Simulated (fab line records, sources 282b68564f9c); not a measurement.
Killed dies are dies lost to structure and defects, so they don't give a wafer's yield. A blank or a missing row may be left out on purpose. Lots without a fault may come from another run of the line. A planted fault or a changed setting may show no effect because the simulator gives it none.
A struck lot beside a sound one | flow rit_cmos | 13 steps out of a route of 202
Sound: wafers L169.1, L169.4, L169.6. Struck: wafers L184.1, L184.3, L184.5. The cause comes at the end.
At each step with rows: each side's tool, then ch and its chambers, then its first start. Under that, the readings that differ: sound wafers | struck wafers | difference of the means | sigmas: that difference in standard deviations of wafers without a fault.
alike: readings whose means differ by less than 2 such deviations, and words and numbers that are the same on both sides. not compared: withheld readings, readings that some wafer has no value for, bounds like >300 that may hide the same value, and numbers for which the record gives no deviation and whose values overlap.
The two part at a step that has a row with sigmas, a row that says differs or no value, or rows on one side only. Numbers that don't overlap but have no deviation are shown without sigmas and don't part them. A reading that every wafer of one side lacks parts them only if that side has two wafers or more.

first, 4 steps without rows for these wafers: RIT_PSD_SOFTBAKE_02 (time 60 s); RIT_PSD_EXPOSE_03 (exposes mask M10, target cd 40900 nm); RIT_PSD_PEB_04; RIT_PSD_DEVELOP_05 (develop time 50 s).
RIT_PSD_OVL_MEAS_06:
  sound on overlay-01, day 3 16:07; struck on overlay-02, day 6 18:26
  alike: PSD_OVL
then, 2 steps without rows for these wafers: RIT_PSD_HARDBAKE_07 (time 60 s); RIT_PSD_IMPLANT_08.
RIT_PSD_STRIP_09: strips in O2, time 180 s.
  sound on plasma_asher-04 ch 0,1, day 3 16:26; struck on plasma_asher-01 ch 0,1, day 6 18:46
  alike: drypump_motor_current_A, rf_refl_power_W
  not compared: rf_hours_counter_h
RIT_PSD_TW_MEAS_10:
  sound on film_metro-04, day 3 16:37; struck on film_metro-02, day 6 18:56
  alike: PSD_TW
then, 3 steps without rows for these wafers: RIT_SDANNEAL_CLEAN_00 (cleans in SC1, time 600 s); RIT_SDANNEAL_CLEAN_01 (cleans in dHF, time 30 s); RIT_SDANNEAL_CLEAN_02 (cleans in SC2, time 600 s).
RIT_SDANNEAL_RTA_03: time 5 s.
  sound on rtp_anneal-02 ch 0, day 3 18:05; struck on rtp_anneal-01, day 6 19:24
  no value came back on the struck wafers for anneal_temp_c_max, chamber_o2_ppm, time_s (s), wafer_temp_C_max; on the sound wafers anneal_temp_c_max reads 1053.1 1052.6 1053.5

WHERE THEY PART
Only at RIT_SDANNEAL_RTA_03, within this record.

WHY: what the simulator had put in
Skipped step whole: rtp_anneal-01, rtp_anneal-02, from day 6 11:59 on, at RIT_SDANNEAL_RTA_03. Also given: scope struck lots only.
